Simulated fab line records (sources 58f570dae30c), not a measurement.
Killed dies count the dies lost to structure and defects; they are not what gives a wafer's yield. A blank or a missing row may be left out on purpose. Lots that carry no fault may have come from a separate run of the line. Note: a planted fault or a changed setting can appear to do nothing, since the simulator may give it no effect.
fab line records -- flow berkeleyCmos170
record: lots: 6, wafers: 18, lastDay: 13
route steps=331 shown GATE@129 PLDD@145 M3@331
lots untouched by any fault: they come from a run of this same line in which no faults occurred
startH: hours from the record's first day to the start of the lot's first wafer shown -- waitH: how many hours have passed since the lot's step before this one -- " identical to the entry in the row above -- L1.1+2: a single row standing in for several wafers -- - either no value or no given start -- * or withheld: withheld -- < > ~ a bound
route shown NAME@n: names a module that has steps shown in the file, with the first one's number in the route -- usual: average and standard deviation across the fault-free wafers -- same: alike in all rows -- chamber/n: place in a boat -- sites: per-site readings -- _std_site: standard deviation of those values -- _edge_site: inner sites' mean taken away from outer sites' mean -- radiusMm: how far each site lies from the wafer's centre -- mask NAME#n: copy n -- behind: the last tool/chamber to shape the wafer -- hold: why the lot was held/for how many hours/how that ended -- device: whichever transistor did not switch (one of n, p or np) -- end of line: the route-end tests of the same wafers -- a step without rows: its recipe alone -- killed: at the first sort, the dies lost to defects and structure; wafer yield is something else -- map: dies across one wafer; x = killed, . = not, _ = none there
set.NAME: the run value of the setting; set.NAME@STEP: its run value at that earlier step -- model.NAME: the simulator's own value behind a step, which no gauge read
certain route steps with their lots: each step a table, each wafer a row
services: the hour from which a tool's chamber was out of use, counted from the record's first day as startH (under 0 if before that day), plus the number of hours and why
== steps ==
step: UCB170_GATE_ANNEAL_03
recipe: tempC: 900, timeS: 1800, ambient: N2
step: UCB170_GATE_CVD_04
recipe: material: poly-Si, tempC: 610, precursor: SiH4, timeS: 1440, pressureMtorr: 375, targetThkNm: 214, sih4FlowSccm: 120
step: UCB170_GATE_THK_MEAS_05
recipe: reads: poly-Si_of_GATE_CVD_04
usual: GATE_POLY_THK: 212.8/1.6
lot.wafer,tool,chamber,startH,waitH,GATE_POLY_THK[nm]
L390.1,filmMetro-02,-,168.93,0.1,212.4
L390.5,filmMetro-02,-,168.93,0.1,211.5
L390.6,filmMetro-02,-,168.93,0.1,211.9
L393.1,filmMetro-02,-,204.41,0.0,215.3
L393.3,filmMetro-02,-,204.41,0.0,213.6
L393.5,filmMetro-02,-,204.41,0.0,215.0
L396.2,filmMetro-01,-,204.47,0.1,214.1
L396.3,filmMetro-01,-,204.47,0.1,214.9
L396.6,filmMetro-01,-,204.47,0.1,214.8
L398.1,filmMetro-04,-,216.54,0.0,215.5
L398.3,filmMetro-04,-,216.54,0.0,215.3
L398.6,filmMetro-04,-,216.54,0.0,213.9
L409.1,filmMetro-02,-,259.65,0.0,211.4
L409.5,filmMetro-02,-,259.65,0.0,211.8
L409.6,filmMetro-02,-,259.65,0.0,213.5
L406.2,filmMetro-04,-,259.74,0.1,212.9
L406.4,filmMetro-04,-,259.74,0.1,213.9
L406.6,filmMetro-04,-,259.74,0.1,214.9
step: UCB170_GATE_COAT_06
recipe: resist: BARC, tempC: withheld, timeS: withheld, spinRpm: 3000, resistThkNm: withheld
step: UCB170_GATE_COAT_07
recipe: resist: KrF, spinRpm: 1490, resistThkNm: 900
step: UCB170_GATE_SOFTBAKE_08
recipe: resist: KrF, tempC: 130, timeS: 60
step: UCB170_GATE_EXPOSE_09
recipe: maskId: POLY, targetCdNm: 350, na: 0.5, sigmaOuter: 0.6, sourceShape: conventional, doseMj: 21
step: UCB170_GATE_PEB_10
recipe: pebTempC: 130, pebTimeS: withheld, resist: KrF
step: UCB170_GATE_DEVELOP_11
recipe: developer: TMAH, developTimeS: 45, resist: KrF, devTempC: 21
step: UCB170_GATE_CD_MEAS_12
recipe: targetCdNm: 350
usual: cdNm: 349.9/1.5
lot.wafer,tool,chamber,startH,waitH,cdNm
L390.1,cdSem-02,-,170.02,-,351.3
L390.5,cdSem-02,-,170.02,-,351.8
L390.6,cdSem-02,-,170.02,-,352.3
L393.1,cdSem-01,-,206.23,-,348.1
L393.3,cdSem-01,-,206.23,-,347.0
L393.5,cdSem-01,-,206.23,-,348.5
L396.2,cdSem-02,-,206.38,-,349.6
L396.3,cdSem-02,-,206.38,-,349.2
L396.6,cdSem-02,-,206.38,-,349.3
L398.1,cdSem-02,-,217.68,-,347.8
L398.3,cdSem-02,-,217.68,-,347.7
L398.6,cdSem-02,-,217.68,-,346.8
L409.1,cdSem-02,-,260.67,-,350.9
L409.5,cdSem-02,-,260.67,-,351.2
L409.6,cdSem-02,-,260.67,-,350.6
L406.2,cdSem-01,-,261.05,-,351.9
L406.4,cdSem-01,-,261.05,-,350.1
L406.6,cdSem-01,-,261.05,-,352.8
step: UCB170_GATE_OVL_MEAS_13
usual: GATE_OVL: 2/5.9
lot.wafer,tool,chamber,startH,waitH,GATE_OVL[nm]
L390.1,overlay-01,-,170.14,0.1,7
L390.5,overlay-01,-,170.14,0.1,5
L390.6,overlay-01,-,170.14,0.1,5
L393.1,overlay-01,-,206.35,0.1,-5
L393.3,overlay-01,-,206.35,0.1,3
L393.5,overlay-01,-,206.35,0.1,3
L396.2,overlay-02,-,206.49,0.1,1
L396.3,overlay-02,-,206.49,0.1,3
L396.6,overlay-02,-,206.49,0.1,-5
L398.1,overlay-01,-,217.80,0.1,-13
L398.3,overlay-01,-,217.80,0.1,-7
L398.6,overlay-01,-,217.80,0.1,0
L409.1,overlay-02,-,260.79,0.1,12
L409.5,overlay-02,-,260.79,0.1,15
L409.6,overlay-02,-,260.79,0.1,4
L406.2,overlay-02,-,261.16,0.1,-1
L406.4,overlay-02,-,261.16,0.1,2
L406.6,overlay-02,-,261.16,0.1,4
step: UCB170_GATE_ETCH_14
recipe: chemistry: N2/H2, targetDepthA: withheld, overetchA: withheld, target: BARC, timeS: withheld, sourceW: 500, biasW: 100, pressureMtorr: 30, n2FlowSccm: 100, h2FlowSccm: 200
usual: drypumpMotorCurrentA: 5.8/0.35, oesProductAu: 1.000/0.022, throttleValvePct: 13.30/0.17
lot.wafer,tool,chamber,startH,waitH,drypumpMotorCurrentA,oesProductAu,throttleValvePct
L390.1,rieDiel-04,1,170.17,0.0,6.6,1.011,13.36
L390.5,rieDiel-04,0,170.17,0.0,5.5,1.061,13.08
L390.6,rieDiel-04,1,170.17,0.0,6.5,1.005,13.35
L393.1,rieDiel-02,2,206.39,0.0,5.6,1.004,13.16
L393.3,rieDiel-02,3,206.39,0.0,5.5,0.985,13.43
L393.5,rieDiel-02,0,206.39,0.0,6.2,0.991,13.55
L396.2,rieDiel-03,0,206.52,0.0,6.2,0.997,13.06
L396.3,rieDiel-03,2,206.52,0.0,5.7,0.980,13.43
L396.6,rieDiel-03,3,206.52,0.0,5.4,1.001,13.46
L398.1,rieDiel-04,0,217.84,0.0,5.5,1.059,13.08
L398.3,rieDiel-04,3,217.84,0.0,6.0,0.969,13.18
L398.6,rieDiel-04,1,217.84,0.0,6.5,1.020,13.35
L409.1,rieDiel-04,0,260.83,0.0,5.6,1.059,13.08
L409.5,rieDiel-04,3,260.83,0.0,6.0,0.963,13.19
L409.6,rieDiel-04,2,260.83,0.0,5.7,0.979,13.15
L406.2,rieDiel-02,2,261.19,0.0,5.6,1.014,13.16
L406.4,rieDiel-02,0,261.19,0.0,6.2,1.000,13.53
L406.6,rieDiel-02,0,261.19,0.0,6.2,1.006,13.52
step: UCB170_GATE_ETCH_15
recipe: chemistry: HBr/Cl2, target: poly-Si, stopOn: SiO2, overEtchFrac: 0.3, icpW: 300, biasW: 150, timeS: 56.3, pressureMtorr: 15, HBr_flow_sccm: 150, Cl2_flow_sccm: 50, targetDepthA: 2782
usual: drypumpMotorCurrentA: 5.9/0.45, heBacksideLeakSccm: 2.8/0.35, oesProductAu: 0.829/0.016, throttleValvePct: 26.39/0.18
lot.wafer,tool,chamber,startH,waitH,drypumpMotorCurrentA,heBacksideLeakSccm,oesProductAu,rfHoursCounterH,throttleValvePct,model.KrF_of_GATE_COAT_07.thkNm,model.etch.depthNm,model.GATE.featureDepthNm
L390.1,rieSi-01,1,170.21,-,5.3,2.4,0.814,0,26.40,778.7,212.2,212.2
L390.5,rieSi-01,3,170.21,-,5.6,2.4,0.808,-,26.25,778.7,211.4,211.4
L390.6,rieSi-01,0,170.21,-,5.7,3.2,0.826,-,26.24,784.2,212.2,212.2
L393.1,rieSi-01,0,206.43,-,5.7,3.1,0.842,1,26.27,780.3,215.3,215.3
L393.3,rieSi-01,2,206.43,-,6.0,2.9,0.847,47,26.71,773.1,213.5,213.6
L393.5,rieSi-01,3,206.43,-,5.6,2.5,0.815,-,26.25,772.3,215.2,215.2
L396.2,rieSi-02,3,206.56,-,6.2,2.9,0.834,27,26.49,788,214,214
L396.3,rieSi-02,2,206.56,-,5.5,2.7,0.852,1,26.15,782.3,215.1,215.1
L396.6,rieSi-02,1,206.56,-,6.8,3.0,0.815,-,26.31,780.8,214.7,214.8
L398.1,rieSi-02,0,217.88,-,5.9,2.9,0.844,0,26.59,779.3,215.4,215.4
L398.3,rieSi-02,1,217.88,-,6.8,2.6,0.813,28,26.31,777.2,215.2,215.3
L398.6,rieSi-02,0,217.88,-,5.9,3.0,0.844,-,26.57,774.1,213.8,213.8
L409.1,rieSi-02,1,260.87,-,6.8,4.7,0.799,28,26.30,778.9,211.3,211.3
L409.5,rieSi-02,2,260.87,-,5.5,2.9,0.842,-,26.15,778.5,211.8,211.8
L409.6,rieSi-02,3,260.87,-,6.2,2.8,0.816,-,26.49,806.7,204.9,204.9
L406.2,rieSi-02,2,261.23,-,5.5,2.8,0.851,1,26.15,777.5,212.8,212.8
L406.4,rieSi-02,3,261.23,-,6.2,2.8,0.815,27,26.47,805.9,208.2,208.2
L406.6,rieSi-02,3,261.23,-,6.2,2.8,0.822,-,26.46,808.2,207.9,207.9
step: UCB170_GATE_STRIP_16
recipe: chemistry: O2, powerW: 400, pressureMtorr: 3500, platenTempC: withheld, o2FlowSccm: 400, overashFraction: 0.5
usual: drypumpMotorCurrentA: 6.0/0.5, oesProductAu: 0.724/0.0041
lot.wafer,tool,chamber,startH,waitH,drypumpMotorCurrentA,oesProductAu,rfHoursCounterH
L390.1,plasmaAsher-02,1,170.26,0.0,5.2,0.722,39
L390.5,plasmaAsher-02,1,170.26,0.0,5.2,0.726,-
L390.6,plasmaAsher-02,0,170.26,0.0,6.4,0.721,-
L393.1,plasmaAsher-02,1,206.48,0.0,5.2,0.731,42
L393.3,plasmaAsher-02,1,206.48,0.0,5.2,0.723,-
L393.5,plasmaAsher-02,0,206.48,0.0,6.5,0.728,-
L396.2,plasmaAsher-04,1,206.61,0.0,5.9,0.722,8
L396.3,plasmaAsher-04,1,206.61,0.0,5.9,0.732,-
L396.6,plasmaAsher-04,1,206.61,0.0,5.9,0.731,-
L398.1,plasmaAsher-02,1,217.93,0.0,5.2,0.725,43
L398.3,plasmaAsher-02,0,217.93,0.0,6.4,0.718,-
L398.6,plasmaAsher-02,0,217.93,0.0,6.4,0.729,-
L409.1,plasmaAsher-02,1,260.92,0.0,5.2,0.727,48
L409.5,plasmaAsher-02,0,260.92,0.0,6.5,0.725,-
L409.6,plasmaAsher-02,1,260.92,0.0,5.2,0.723,-
L406.2,plasmaAsher-02,1,261.28,0.0,5.2,0.730,48
L406.4,plasmaAsher-02,1,261.28,0.0,5.2,0.726,-
L406.6,plasmaAsher-02,0,261.28,0.0,6.4,0.724,-
step: UCB170_GATE_CD_MEAS_90
recipe: targetCdNm: 350
usual: cdNm: 350.0/1.5
lot.wafer,tool,chamber,startH,waitH,cdNm
L390.1,cdSem-01,-,170.36,0.1,350.5
L390.5,cdSem-01,-,170.36,0.1,352.5
L390.6,cdSem-01,-,170.36,0.1,352.1
L393.1,cdSem-01,-,206.58,0.1,348.2
L393.3,cdSem-01,-,206.58,0.1,347.0
L393.5,cdSem-01,-,206.58,0.1,349.1
L396.2,cdSem-01,-,206.73,0.1,350.0
L396.3,cdSem-01,-,206.73,0.1,349.5
L396.6,cdSem-01,-,206.73,0.1,348.9
L398.1,cdSem-02,-,218.03,0.1,348.9
L398.3,cdSem-02,-,218.03,0.1,348.1
L398.6,cdSem-02,-,218.03,0.1,346.8
L409.1,cdSem-02,-,261.02,0.1,351.1
L409.5,cdSem-02,-,261.02,0.1,351.1
L409.6,cdSem-02,-,261.02,0.1,350.4
L406.2,cdSem-02,-,261.40,0.1,352.2
L406.4,cdSem-02,-,261.40,0.1,351.4
L406.6,cdSem-02,-,261.40,0.1,352.7
step: UCB170_GATE_CLEAN_17
recipe: chemistry: SPM, tempC: 120, timeS: 600
step: UCB170_PLDD_HMDS_00
recipe: primeTimeS: 60, primeTempC: 100
usual: chillPlateTempC: 23.01/0.1
lot.wafer,tool,chamber,startH,waitH,chillPlateTempC
L390.1,lithoTrack-04,0,170.66,0.0,22.95
L390.5,lithoTrack-04,0,170.66,0.0,22.86
L390.6,lithoTrack-04,0,170.66,0.0,22.87
L393.1,lithoTrack-04,0,206.90,0.0,23.00
L393.3,lithoTrack-04,0,206.90,0.0,22.95
L393.5,lithoTrack-04,0,206.90,0.0,22.90
L396.2,lithoTrack-03,0,207.20,0.1,22.91
L396.3,lithoTrack-03,0,207.20,0.1,22.91
L396.6,lithoTrack-03,0,207.20,0.1,22.83
L398.1,lithoTrack-03,0,218.32,0.0,23.02
L398.3,lithoTrack-03,0,218.32,0.0,23.01
L398.6,lithoTrack-03,0,218.32,0.0,23.22
L409.1,lithoTrack-03,0,263.31,0.6,23.11
L409.5,lithoTrack-03,0,263.31,0.6,23.09
L406.2,lithoTrack-03,0,263.78,1.1,22.82
step: UCB170_PLDD_COAT_01
recipe: resist: KrF, spinRpm: 1500, resistThkNm: 886.4
usual: chillPlateTempC: 23.00/0.11
lot.wafer,tool,chamber,startH,waitH,chillPlateTempC
L390.1,lithoTrack-04,0,170.81,0.1,23.05
L390.5,lithoTrack-04,0,170.81,0.1,23.07
L390.6,lithoTrack-04,0,170.81,0.1,22.94
L393.1,lithoTrack-04,0,207.05,0.1,22.92
L393.3,lithoTrack-04,0,207.05,0.1,23.09
L393.5,lithoTrack-04,0,207.05,0.1,22.99
L396.2,lithoTrack-03,0,207.35,0.1,22.96
L396.3,lithoTrack-03,0,207.35,0.1,23.11
L396.6,lithoTrack-03,0,207.35,0.1,23.01
L398.1,lithoTrack-03,0,218.47,0.1,22.90
L398.3,lithoTrack-03,0,218.47,0.1,23.05
L398.6,lithoTrack-03,0,218.47,0.1,22.91
L409.1,lithoTrack-03,0,263.46,0.1,22.94
L409.5,lithoTrack-03,0,263.46,0.1,23.03
L406.2,lithoTrack-03,0,263.93,0.1,22.95
step: UCB170_M3_PROBE_99
lot.wafer,tool,chamber,startH,waitH,model.etest.contactNpoly.short,model.etest.antennaContact.overLimit,model.etest.gateToDiffusionComb.overLimit,model.etest.contactPpoly.short,model.etest.nmosNarrow.overLimit,model.etest.nplusSal.short,model.etest.antennaPoly.short,model.etest.pmos_0p35.short
L390.1+5+6,prober-01,-,214.29,0.1,0,0,0,0,0,0,0,0
L393.1+3+5,prober-01,-,247.94,0.1,0,0,0,0,0,0,0,0
L396.2+3+6,prober-02,-,252.68,0.1,0,0,0,0,0,0,0,0
L398.1+3+6,prober-01,-,260.85,0.1,0,0,0,0,0,0,0,0
L409.1+5,prober-01,-,299.60,0.1,0,0,0,0,0,0,0,0
L409.6,prober-01,-,299.85,0.2,1,1,1,1,1,1,1,1
L406.2,prober-02,-,306.40,0.1,0,0,0,0,0,0,0,0
L406.4+6,prober-02,-,306.50,0.2,1,1,1,1,1,1,1,1
killed by level:class
L390.1 GATE:geometricParticle:open=4 GATE:geometricParticle:short=2 WELLDRIVE:geometricParticle:open=1 FIELD:geometricParticle:open=1
L390.5 M2:geometricParticle:short=1
L390.6 ACTIVE:areaEtch=5 GATE:geometricParticle:short=2 WELLDRIVE:geometricParticle:open=1
L393.1 M2:geometricParticle:short=2 START:geometricParticle:open=1 FIELD:geometricParticle:short=1 GATE:geometricParticle:open=1 GATE:geometricParticle:short=1 SILICIDE:geometricParticle:open=1 SILICIDE:geometricParticle:short=1 V2:geometricParticle:open=1
L393.3 GATE:geometricParticle:open=2 ACTIVE:geometricParticle:short=1 GATE:geometricParticle:short=1 SPACER:geometricParticle:short=1 SPACER:geometricParticle:open=1 M2:geometricParticle:open=1
L393.5 WELLDRIVE:geometricParticle:open=1 SACOX:geometricParticle:open=1 GATE:geometricParticle:open=1 SPACER:geometricParticle:short=1 V1:geometricParticle:short=1
L396.2 ACTIVE:areaEtch=5 PFIELD:coatMicrobubblePrinted=2 M2:geometricParticle:open=1 V2:geometricParticle:short=1
L396.3 SILICIDE:geometricParticle:open=1 CONTACT:geometricParticle:short=1 V2:geometricParticle:open=1 ACTIVE:areaEtch=1
L396.6 ACTIVE:areaEtch=7 PFIELD:coatMicrobubblePrinted=1
L398.1 GATE:geometricParticle:open=1
L398.3 GATE:geometricParticle:short=1 ACTIVE:areaEtch=1
L398.6 FIELD:geometricParticle:short=1 SCREENOX:geometricParticle:short=1 SPACER:geometricParticle:short=1 SPACER:geometricParticle:open=1
== services ==
tool,chamber,startH,hours,kind
rieDiel-04,3,151.82,14.3,repair
rieDiel-03,2,157.23,14.8,repair
rieDiel-02,3,160.96,4.6,repair
rieSi-02,3,201.43,2.8,repair
rieDiel-02,0,219.88,-,clean
rieDiel-02,0,219.88,15.2,scheduledDown
rieDiel-02,0,219.88,15.2,ventCycle
rieDiel-04,2,253.66,5.6,repair
== key ==
firstSign: step: UCB170_PLDD_HMDS_00, reading: visit, direction: missing
effect: step: UCB170_PLDD_COAT_01, reading: visit, direction: missing
modelEffect: step: UCB170_GATE_ETCH_15, value: KrF_of_GATE_COAT_07.thkNm, without: 781, struck: 806.9
modelEffect: step: UCB170_M3_PROBE_99, value: etest.contactNpoly.short, without: 0, struck: 1
metAt UCB170_GATE_ETCH_15
struckWafers L406.4,L406.6,L409.6
laterRowsLeftOut L406.4,L406.6,L409.6
sortLeftOut L406.4,L406.6,L409.6
testerLeftOut L406,L409
onsetBetween 206.56 260.87
fault: kind: processParameterDrift, tool: rieSi-02, chamber: 3, onsetH: 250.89, steps: UCB170_GATE_ETCH_15, channel: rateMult, offset: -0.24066, shape: step, endH: 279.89
testerLeftOut: of these lots the tester's yield and bins aren't shown, on N5 and GAA mostly nor the transistor test; their killed dies are dies lost to structure and defects alone, not to doping, threshold or leakage, so they don't give the yield
sortLeftOut: the simulated sort isn't trusted on such a fault, so these wafers' sort isn't shown, and their yield isn't known
laterRowsLeftOut: the simulator's readings of these wafers behind a module that went badly wrong aren't trusted and aren't shown, but for the sort
